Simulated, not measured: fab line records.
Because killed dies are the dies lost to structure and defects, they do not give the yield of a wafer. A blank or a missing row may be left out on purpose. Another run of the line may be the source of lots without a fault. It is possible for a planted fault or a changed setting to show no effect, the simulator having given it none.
Split-lot trial | flow rit cmos | 23 wafers read from 5 lots, route of 202 steps

## SPLIT DETAILS
At RIT_NSD_COAT_01 (resist thk 1000 nm), the setting spin rpm was moved away from the recipe's 3250 rpm on 10 of the 23 wafers read, by -7.2% to +6.2%. For the rest of the wafers, this setting stayed at what the recipe calls for.

## FROM THE SPLIT TO THE READING: what the file shows between them, 3 steps
- RIT_NSD_SOFTBAKE_02: time 60 s
- RIT_NSD_EXPOSE_03: exposes mask M9, target cd 40700 nm
- RIT_NSD_DEVELOP_05: develop time 50 s

## THE READING
NOVOLAK_of_NSD_COAT_01.thk nm (the simulator's own value, which no gauge read), in nm, at RIT_NSD_HARDBAKE_07 (time 60 s). No usual value for it is given in the file. The 13 wafers here that ran the recipe average 884.7 nm, standard deviation 2.8 nm.

wafer  | tool, chamber at the split | spin rpm as run, rpm | against the recipe | NOVOLAK_of_NSD_COAT_01.thk nm, nm | against lot-mates on the recipe
L074.1 | litho track-04, 0          | 3250                 | recipe             | 881.3                             | -
L074.2 | litho track-04, 0          | 3250                 | recipe             | 882.4                             | -
L074.3 | litho track-04, 0          | 3017                 | -7.2%              | 912.9                             | +30.6
L074.4 | litho track-04, 0          | 3250                 | recipe             | 883.1                             | -
L074.5 | litho track-04, 0          | 3017                 | -7.2%              | 916.8                             | +34.5
L078.1 | litho track-03, 0          | 3250                 | recipe             | 882.9                             | -
L078.3 | litho track-03, 0          | 3107                 | -4.4%              | 902.9                             | +18.3
L078.4 | litho track-03, 0          | 3250                 | recipe             | 885.9                             | -
L078.5 | litho track-03, 0          | 3250                 | recipe             | 884.9                             | -
L078.6 | litho track-03, 0          | 3107                 | -4.4%              | 904.9                             | +20.3
L079.1 | litho track-03, 0          | 3250                 | recipe             | 880.3                             | -
L079.2 | litho track-03, 0          | 3250                 | recipe             | 884.3                             | -
L079.4 | litho track-03, 0          | 3452                 | +6.2%              | 856.3                             | -26.0
L079.5 | litho track-03, 0          | 3452                 | +6.2%              | 857.1                             | -25.2
L079.6 | litho track-03, 0          | 3452                 | +6.2%              | 859.4                             | -22.9
L083.1 | litho track-01, 0          | 3049                 | -6.2%              | 918.6                             | +29.0
L083.2 | litho track-01, 0          | 3250                 | recipe             | 889.1                             | -
L083.3 | litho track-01, 0          | 3049                 | -6.2%              | 917.6                             | +28.0
L083.4 | litho track-01, 0          | 3049                 | -6.2%              | 918.5                             | +28.9
L083.5 | litho track-01, 0          | 3250                 | recipe             | 890.1                             | -
L084.2 | litho track-01, 0          | 3250                 | recipe             | 884.9                             | -
L084.4 | litho track-01, 0          | 3250                 | recipe             | 884.5                             | -
L084.6 | litho track-01, 0          | 3250                 | recipe             | 887.6                             | -

THE FIT
A straight line over all 23 wafers: NOVOLAK_of_NSD_COAT_01.thk nm changes by -4.61 nm for each +1% of spin rpm; r = -0.99; the points scatter about the line by 3.2 nm.
The same after taking each lot's own level away (the mean of its wafers on the recipe; 23 wafers): -4.34 nm for each +1%; r = -1.00; scatter 1.6 nm.
Per that fit: largest spin rpm move, reading shift of 31 nm.
The lots' own levels span 882.27 to 889.60 nm, that is 2.6 times the standard deviation above.
Consequently the slope shifts little with the lot-to-lot level, the two slopes agreeing.
Check: for one of the wafers moved furthest among these (-7.2%), held out of the fit, the line's prediction against its lot-mates is +32 nm. Against them it came out at +30.6 nm.

## FURTHER SPLITS ON THESE WAFERS
These wafers also went through other splits before the reading. Each is held against what the fit with the lots' levels taken away leaves over:
other split on the same wafers  | wafers away from the commonest value | r with NOVOLAK_of_NSD_COAT_01.thk nm (lot level and that fit taken away)
RIT_GATE_OXIDATION_05 ox time s | 18                                   | -0.27
RIT_NLDD_SOFTBAKE_02 temp c     | 9                                    | -0.34
RIT_PLDD_COAT_01 resist thk nm  | 11                                   | +0.01
RIT_PLDD_IMPLANT_08 dose cm2    | 8                                    | -0.09

## THE WHOLE CHAIN: every reading that the file lists as answering this split, in the file's order
step                | what it does       | reading                                                                        | change (the file's fit)              | r (the file's)
RIT_NSD_COAT_01     | resist thk 1000 nm | NOVOLAK_of_NSD_COAT_01.thk nm (the simulator's own value, which no gauge read) | -5.03 nm for each +1% of the setting | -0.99
RIT_NSD_HARDBAKE_07 | time 60 s          | NOVOLAK_of_NSD_COAT_01.thk nm (the simulator's own value, which no gauge read) | -4.4 nm for each +1% of the setting  | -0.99

## THE FILE'S OWN FIT
NOVOLAK_of_NSD_COAT_01.thk nm changes by -4.4 nm for each +1% of spin rpm, r = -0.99.
